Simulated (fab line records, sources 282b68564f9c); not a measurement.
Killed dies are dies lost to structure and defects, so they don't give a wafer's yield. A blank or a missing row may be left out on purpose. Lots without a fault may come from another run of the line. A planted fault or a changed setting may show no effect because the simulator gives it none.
Split-lot experiment | flow rit_cmos | 5 lots, 23 wafers read, on a route of 202 steps

THE SPLIT
At RIT_GATE_OXIDATION_05 (target thk 3 nm, ox time 270 s), the setting temp_c was moved away from the recipe's 900 C on 20 of the 23 wafers read, by -2.8% to +1.8%. The other wafers ran this setting at the recipe's value.

FROM THE SPLIT TO THE READING: what the file shows between them, 1 step
- RIT_GATE_ANNEAL_06: time 600 s

THE READING
GATE_OXIDE_THK, in nm, at RIT_GATE_THK_MEAS_07. Fault-free wafers of this fab line usually give 3.02 nm, standard deviation 0.062 nm.

wafer  | tool, chamber at the split | temp_c as run, C | against the recipe | GATE_OXIDE_THK, nm | against lot-mates on the recipe
L076.1 | -, -                       | 883.7            | -1.8%              | 2.46               | no lot-mate on the recipe
L076.2 | -, -                       | 883.7            | -1.8%              | 2.51               | no lot-mate on the recipe
L076.4 | -, -                       | 883.7            | -1.8%              | 2.44               | no lot-mate on the recipe
L076.5 | -, -                       | 883.7            | -1.8%              | 2.46               | no lot-mate on the recipe
L076.6 | -, -                       | 883.7            | -1.8%              | 2.46               | no lot-mate on the recipe
L078.1 | -, -                       | 886.4            | -1.5%              | 2.48               | no lot-mate on the recipe
L078.2 | -, -                       | 886.4            | -1.5%              | 2.51               | no lot-mate on the recipe
L078.3 | -, -                       | 886.4            | -1.5%              | 2.54               | no lot-mate on the recipe
L078.4 | -, -                       | 886.4            | -1.5%              | 2.46               | no lot-mate on the recipe
L078.5 | -, -                       | 886.4            | -1.5%              | 2.49               | no lot-mate on the recipe
L079.1 | -, -                       | 874.7            | -2.8%              | 2.24               | no lot-mate on the recipe
L079.2 | -, -                       | 874.7            | -2.8%              | 2.19               | no lot-mate on the recipe
L079.3 | -, -                       | 874.7            | -2.8%              | 2.23               | no lot-mate on the recipe
L079.5 | -, -                       | 874.7            | -2.8%              | 2.23               | no lot-mate on the recipe
L079.6 | -, -                       | 874.7            | -2.8%              | 2.22               | no lot-mate on the recipe
L081.1 | furnace-01, 0              | 900              | recipe             | 3.08               | -
L081.3 | furnace-01, 0              | 900              | recipe             | 2.99               | -
L081.6 | furnace-01, 0              | 900              | recipe             | 3.07               | -
L084.1 | -, -                       | 916.2            | +1.8%              | 3.58               | no lot-mate on the recipe
L084.2 | -, -                       | 916.2            | +1.8%              | 3.54               | no lot-mate on the recipe
L084.3 | -, -                       | 916.2            | +1.8%              | 3.60               | no lot-mate on the recipe
L084.4 | -, -                       | 916.2            | +1.8%              | 3.70               | no lot-mate on the recipe
L084.6 | -, -                       | 916.2            | +1.8%              | 3.62               | no lot-mate on the recipe

THE FIT
A straight line over all 23 wafers: GATE_OXIDE_THK changes by +0.309 nm for each +1% of temp_c; r = +0.99; the points scatter about the line by 0.058 nm.
Too few moved wafers have a lot-mate on the recipe to fit a line with each lot's own level taken away.

THE WHOLE CHAIN: every reading that the file lists as answering this split, in the file's order
step                  | what it does                   | reading                                                                           | change (the file's fit)               | r (the file's)
RIT_GATE_OXIDATION_05 | target thk 3 nm, ox time 270 s | SiO2_of_GATE_OXIDATION_05.thk_nm (the simulator's own value, which no gauge read) | +0.305 nm for each +1% of the setting | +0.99
RIT_GATE_THK_MEAS_07  |                                | GATE_OXIDE_THK                                                                    | +0.309 for each +1% of the setting    | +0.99
RIT_M1_PROBE_99       |                                | etest.pmos_0p3.r_on_ohm_um (the simulator's own value, which no gauge read)       | +652 for each +1% of the setting      | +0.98
RIT_M1_PROBE_99       |                                | etest.nmos_0p3.r_on_ohm_um (the simulator's own value, which no gauge read)       | +182 for each +1% of the setting      | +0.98
RIT_M1_PROBE_99       |                                | etest.nmos_0p15.drive_ua_um (the simulator's own value, which no gauge read)      | -57.8 for each +1% of the setting     | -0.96

THE FILE'S OWN FIT
GATE_OXIDE_THK changes by +0.309 nm for each +1% of temp_c, r = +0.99.
